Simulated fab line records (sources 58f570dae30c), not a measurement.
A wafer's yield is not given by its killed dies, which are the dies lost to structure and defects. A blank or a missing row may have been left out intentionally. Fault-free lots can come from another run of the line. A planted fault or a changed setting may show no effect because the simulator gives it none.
Commonality check across tools ; flow berkeley_cmos170 ; 15 lots, 45 wafers sampled

## WHY THIS WAS OPENED
UCB170_PLDD_OVL_MEAS_07, reading PLDD_OVL: flagged on 3 of 15 lots. Wafers without a fault read 2 nm, standard deviation 5.6.
Rule: a lot gets a flag if all its wafers with a number sit over 4 standard deviations from that mean, or if no wafer of it has a number. The rest of the lots are taken to be sound.

lot;measured;on;PLDD_OVL (nm), wafer by wafer;flag
L752;day 7 09:45;overlay-02;3 -4 -8;
L751;day 7 09:58;overlay-02;8 9 -1;
L753;day 7 18:13;overlay-02;4 -2 5;
L754;day 7 18:29;overlay-02;4 1 3;
L755;day 8 13:53;overlay-01;7 -2 8;
L756;day 8 14:31;overlay-01;4 3 6;
L758;day 8 14:45;overlay-02;-4 4 7;
L760;day 9 08:59;overlay-01;-6 -5 1;
L764;day 10 08:01;overlay-02;-2 0 -5;
L770;day 11 18:00;overlay-02;-1 6 -5;
L768;day 11 18:19;overlay-02;269 266 257;FLAGGED
L767;day 11 18:31;overlay-02;261 264 269;FLAGGED
L769;day 11 18:45;overlay-01;255 254 250;FLAGGED
L771;day 11 21:38;overlay-02;-3 0 -5;
L774;day 12 09:20;overlay-02;2 -1 -1;
The numbers of the flagged lots are 261 nm on average: +259 nm against the usual, or +46 standard deviations.

## LOT BY LOT: THE TOOL USED
The record keeps 1 process step preceding the reading, out of 331 steps on the route. Each cell gives the tool, then ch followed by the chambers the sampled wafers passed through, then the start.
lot;flag;UCB170_PLDD_EXPOSE_03
L752;;krf_scanner-01 ch 0, day 7 08:27
L751;;krf_scanner-01 ch 0, day 7 08:58
L753;;krf_scanner-01 ch 0, day 7 17:39
L754;;krf_scanner-02 ch 0, day 7 17:59
L755;;krf_scanner-02 ch 0, day 8 13:10
L756;;krf_scanner-02 ch 0, day 8 14:00
L758;;krf_scanner-01 ch 0, day 8 14:14
L760;;krf_scanner-01 ch 0, day 9 08:16
L764;;krf_scanner-01 ch 0, day 10 07:29
L770;;krf_scanner-01 ch 0, day 11 16:26
L768;FLAGGED;krf_scanner-02 ch 0, day 11 16:40
L767;FLAGGED;krf_scanner-02 ch 0, day 11 16:53
L769;FLAGGED;krf_scanner-02 ch 0, day 11 17:00
L771;;krf_scanner-01 ch 0, day 11 20:05
L774;;krf_scanner-01 ch 0, day 12 08:50
What these steps do:
- UCB170_PLDD_EXPOSE_03: exposes mask PSELECT, target cd 1200 nm.
- UCB170_PLDD_OVL_MEAS_07

## FLAGGED OVER TOTAL, TOOL BY TOOL (the gauges that took the reading come last)
step;tool;lots run;flagged;share of the flagged lots;sound lots run after its first flagged lot
UCB170_PLDD_EXPOSE_03;krf_scanner-01;9;0;none;-
UCB170_PLDD_EXPOSE_03;krf_scanner-02;6;3;all;0
UCB170_PLDD_OVL_MEAS_07;overlay-01;4;1;some;0
UCB170_PLDD_OVL_MEAS_07;overlay-02;11;2;some;2 (L771,L774)

## WHAT THE TABLE PERMITS
In the table, 1 row covers all flagged lots: krf_scanner-02 at UCB170_PLDD_EXPOSE_03.
- krf_scanner-02 at UCB170_PLDD_EXPOSE_03: 3 of its 6 lots flagged. Last sound lot L756 at day 8 14:00, first flagged lot L768 at day 11 16:40; a fault beginning in between fits.
Just one tool remains: krf_scanner-02 at UCB170_PLDD_EXPOSE_03.

## WHAT THE SIMULATOR HAD PUT IN
Scanner matching overlay: krf_scanner-02, from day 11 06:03 on, at UCB170_PLDD_EXPOSE_03. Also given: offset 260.
Struck lots among those shown: L768, L767, L769. This agrees with what the rule above found.
